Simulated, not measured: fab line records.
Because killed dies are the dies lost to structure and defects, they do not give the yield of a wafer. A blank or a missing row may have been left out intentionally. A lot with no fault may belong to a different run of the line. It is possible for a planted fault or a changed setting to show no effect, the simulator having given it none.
Matching of chambers + flow berkeley-cmos170 + UCB170_GATE_ETCH_15 on rie-si-01 has 4 sister chambers
The step etches poly-Si in HBr/Cl2, stops on SiO2, time 56.3 s, target depth 278.2 nm. 4 wafers are shown with their chamber, then 7 later ones without.

EACH WAFER AND ITS CHAMBER
| wafer  | chamber | throttle-valve-pct (%) |
|--------|---------|------------------------|
| L866.6 | 2       | 26.93                  |
| L868.1 | 1       | 26.85                  |
| L868.2 | 3       | 26.47                  |
| L868.6 | 0       | 26.42                  |

WAFERS WITHOUT THEIR CHAMBER
| wafer  | throttle-valve-pct (%) |
|--------|------------------------|
| L869.3 | 26.85                  |
| L869.5 | 26.92                  |
| L869.6 | 26.44                  |
| L874.1 | 26.93                  |
| L874.5 | 26.41                  |
| L874.6 | 26.46                  |
| L879.1 | 26.42                  |

EACH ONE'S CHAMBER
| wafer  | from the rows above     | in truth |
|--------|-------------------------|----------|
| L869.3 | 1                       | 1        |
| L869.5 | 2                       | 2        |
| L869.6 | can't be placed: 0 or 3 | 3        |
| L874.1 | 2                       | 2        |
| L874.5 | 0                       | 0        |
| L874.6 | 3                       | 3        |
| L879.1 | 0                       | 0        |
Correctly placed: 6 of 7. Not placeable from these rows: 1 (in 1, the candidates include the true chamber). Wrongly placed: 0.
How it was worked out, from the rows above alone: a wafer's distance from a chamber is the root of the sum, over the readings, of the square of ((its reading less the chamber's mean) divided by the reading's scatter). The wafer belongs to the nearest chamber; if the next one is less than 2 further off, it can't be placed. Each chamber's mean is taken over the wafers shown for it. The scatter (one wafer shown for each chamber): square how far every hidden wafer sits from the nearest shown wafer, average those squares and take the square root.
